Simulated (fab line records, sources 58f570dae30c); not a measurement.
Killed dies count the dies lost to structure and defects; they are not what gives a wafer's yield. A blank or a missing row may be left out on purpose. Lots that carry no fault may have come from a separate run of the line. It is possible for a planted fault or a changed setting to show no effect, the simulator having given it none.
What tool caused it? + flow berkeley_cmos170 + 13 lots, 39 wafers sampled, at 4 steps of a route of 331

## WHAT EACH GAUGE READ, for each wafer
UCB170_NWELL_THK_MEAS_05.
| lot  | measured    | on            | NWELL_NITRIDE_THK (nm) |
|------|-------------|---------------|------------------------|
| L206 | day 2 12:36 | film_metro-04 | 223.7 224.3 222.7      |
| L207 | day 3 07:01 | film_metro-03 | 224.3 226.1 224.8      |
| L208 | day 3 07:01 | film_metro-04 | 224.7 224.6 224.1      |
| L217 | day 4 13:16 | film_metro-01 | 224.5 226.5 225.6      |
| L218 | day 5 01:46 | film_metro-01 | 224.6 224.4 223.9      |
| L220 | day 5 12:55 | film_metro-03 | 221.0 219.6 219.4      |
| L221 | day 5 12:58 | film_metro-01 | 225.5 224.9 225.4      |
| L222 | day 5 21:58 | film_metro-03 | 224.4 221.8 224.0      |
| L226 | day 6 08:41 | film_metro-04 | 223.9 224.8 223.4      |
| L224 | day 6 08:42 | film_metro-01 | 219.4 217.3 221.1      |
| L225 | day 6 08:43 | film_metro-03 | 225.6 227.6 227.3      |
| L228 | day 7 00:04 | film_metro-03 | 222.6 222.3 222.4      |
| L229 | day 7 04:11 | film_metro-03 | 223.7 226.0 224.3      |

UCB170_SACOX_THK_MEAS_02.
| lot  | measured     | on            | SACOX_OXIDE_THK (nm) |
|------|--------------|---------------|----------------------|
| L206 | day 6 05:20  | film_metro-03 | 14.46 14.52 14.46    |
| L207 | day 6 18:01  | film_metro-04 | 14.77 14.47 14.62    |
| L208 | day 6 18:01  | film_metro-02 | 14.51 14.55 14.72    |
| L217 | day 7 23:38  | film_metro-03 | 14.44 14.53 14.38    |
| L218 | day 8 14:16  | film_metro-04 | 14.00 13.86 14.15    |
| L220 | day 9 07:27  | film_metro-02 | 14.61 14.52 14.51    |
| L221 | day 9 07:23  | film_metro-02 | 14.51 14.48 14.48    |
| L222 | day 9 07:23  | film_metro-04 | 14.67 14.23 14.67    |
| L226 | day 9 17:50  | film_metro-03 | 14.15 14.20 14.01    |
| L224 | day 9 17:51  | film_metro-04 | 14.53 14.53 14.32    |
| L225 | day 9 17:52  | film_metro-02 | 14.10 14.16 14.27    |
| L228 | day 10 12:16 | film_metro-03 | 14.28 14.54 14.42    |
| L229 | day 10 18:41 | film_metro-04 | 14.29 14.32 14.46    |

UCB170_CONTACT_CD_MEAS_15 targets a cd of 700 nm.
| lot  | measured     | on        | cd_nm (nm)        |
|------|--------------|-----------|-------------------|
| L206 | day 8 18:22  | cd_sem-01 | 697.8 698.3 698.8 |
| L207 | day 8 22:08  | cd_sem-01 | 702.5 702.4 702.5 |
| L208 | day 8 21:35  | cd_sem-01 | 701.6 701.7 701.5 |
| L217 | day 10 09:16 | cd_sem-01 | 700.6 699.5 699.7 |
| L218 | day 11 01:03 | cd_sem-01 | 696.1 697.7 697.1 |
| L220 | day 11 15:02 | cd_sem-02 | 699.2 698.3 699.2 |
| L221 | day 11 13:14 | cd_sem-02 | 703.4 702.9 703.5 |
| L222 | day 11 15:08 | cd_sem-01 | 697.6 700.0 699.0 |
| L226 | day 11 23:50 | cd_sem-01 | 703.4 702.7 702.9 |
| L224 | day 11 23:32 | cd_sem-01 | 702.1 700.7 701.5 |
| L225 | day 12 03:35 | cd_sem-02 | 697.7 697.0 698.1 |
| L228 | day 12 18:20 | cd_sem-01 | 697.0 698.2 696.9 |
| L229 | day 13 01:43 | cd_sem-01 | 700.0 698.3 698.4 |

## TOOL THAT RAN EACH LOT (tool first, then ch and the chambers of the sampled wafers, then the start)
| lot  | UCB170_PSD_STRIP_09                  |
|------|--------------------------------------|
| L206 | plasma_asher-03 ch 0,1, day 8 05:53  |
| L207 | plasma_asher-04 ch 0,1, day 8 13:31  |
| L208 | plasma_asher-03 ch 0,1, day 8 13:07  |
| L217 | plasma_asher-03 ch 0,1, day 9 21:10  |
| L218 | plasma_asher-04 ch 0,1, day 10 12:38 |
| L220 | plasma_asher-01 ch 0,1, day 11 03:37 |
| L221 | plasma_asher-04 ch 0,1, day 11 03:20 |
| L222 | plasma_asher-04 ch 0,1, day 11 03:53 |
| L226 | plasma_asher-04 ch 0,1, day 11 15:44 |
| L224 | plasma_asher-01 ch 1, day 11 15:37   |
| L225 | plasma_asher-01 ch 0,1, day 11 15:59 |
| L228 | plasma_asher-01 ch 0,1, day 12 05:09 |
| L229 | plasma_asher-04 ch 0,1, day 12 17:15 |
- UCB170_PSD_STRIP_09: strips in O2.

## WHAT THE TOOLS THEMSELVES READ (means of the sampled wafers that have a number; where no wafer has one, the mark that the record gives instead)
UCB170_PSD_STRIP_09.
| lot  | tool            | chamber_pressure_mTorr (mTorr) | drypump_motor_current_A (A) | oes_product_au (a.u.) | strip_time_to_endpoint_s (s) |
|------|-----------------|--------------------------------|-----------------------------|-----------------------|------------------------------|
| L206 | plasma_asher-03 | 3502                           | 6.1                         | 0.602                 | 29.34                        |
| L207 | plasma_asher-04 | 3498                           | 5.3                         | 0.607                 | 29.37                        |
| L208 | plasma_asher-03 | 3499                           | 6.1                         | 0.599                 | 29.44                        |
| L217 | plasma_asher-03 | 3969                           | 6.1                         | 0.601                 | 29.36                        |
| L218 | plasma_asher-04 | 3500                           | 5.3                         | 0.600                 | 29.33                        |
| L220 | plasma_asher-01 | 3497                           | 5.9                         | 0.597                 | 29.44                        |
| L221 | plasma_asher-04 | 3500                           | 5.4                         | 0.593                 | 29.33                        |
| L222 | plasma_asher-04 | 3498                           | 5.4                         | 0.600                 | 29.36                        |
| L226 | plasma_asher-04 | 3498                           | 5.4                         | 0.603                 | 29.29                        |
| L224 | plasma_asher-01 | 3497                           | 6.4                         | 0.599                 | 29.42                        |
| L225 | plasma_asher-01 | 3499                           | 6.1                         | 0.599                 | 29.37                        |
| L228 | plasma_asher-01 | 3500                           | 6.1                         | 0.602                 | 29.34                        |
| L229 | plasma_asher-04 | 3502                           | 5.3                         | 0.599                 | 29.52                        |

## THE ANSWER, worked out from the rows above alone
Rule: the lots themselves supply what counts as usual. The widest of any qualifying gaps counts: lots, ordered by their means at a reading, are off when they make up no more than a third of the lots, leave a main group of 4 or more, and stand apart from it by 3 or more times the standard deviation of that group's means. A main group is skipped when, at the precision printed for the reading in the tables above, its means are all equal. A lot without any number at a reading at which 4 lots or more have one is off too. All remaining lots with rows at the step are treated as sound. First the gauges in route order, then the tools' own readings, where a lot's mean is used as printed above. The first step at which some lot is off is used, and at that step the reading that is off furthest; a lot without a number counts as furthest.
Off at UCB170_PSD_STRIP_09 (chamber_pressure_mTorr): L217. For the main group the mean is 3499 mTorr and the standard deviation 1.6.
If a tool, at that step or one of the process steps before it, ran each lot that is off and ran no sound lot following the first of them, it fits. One fits: UCB170_PSD_STRIP_09 on plasma_asher-03. A fault onset in the window from L208 (day 8 13:07, its last sound lot) to L217 (day 9 21:10, its first lot off) fits.
The tool's own readings at UCB170_PSD_STRIP_09 bear it out: on the lots that are off they differ by more than 5 times the standard deviation of the sound lots' means. chamber_pressure_mTorr reads 3969 mTorr there against 3499 mTorr on the sound lots.

## WHAT THE SIMULATOR HAD PUT IN
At UCB170_PSD_STRIP_09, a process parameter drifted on plasma_asher-03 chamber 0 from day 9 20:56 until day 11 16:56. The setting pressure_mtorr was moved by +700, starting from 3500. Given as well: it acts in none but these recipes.
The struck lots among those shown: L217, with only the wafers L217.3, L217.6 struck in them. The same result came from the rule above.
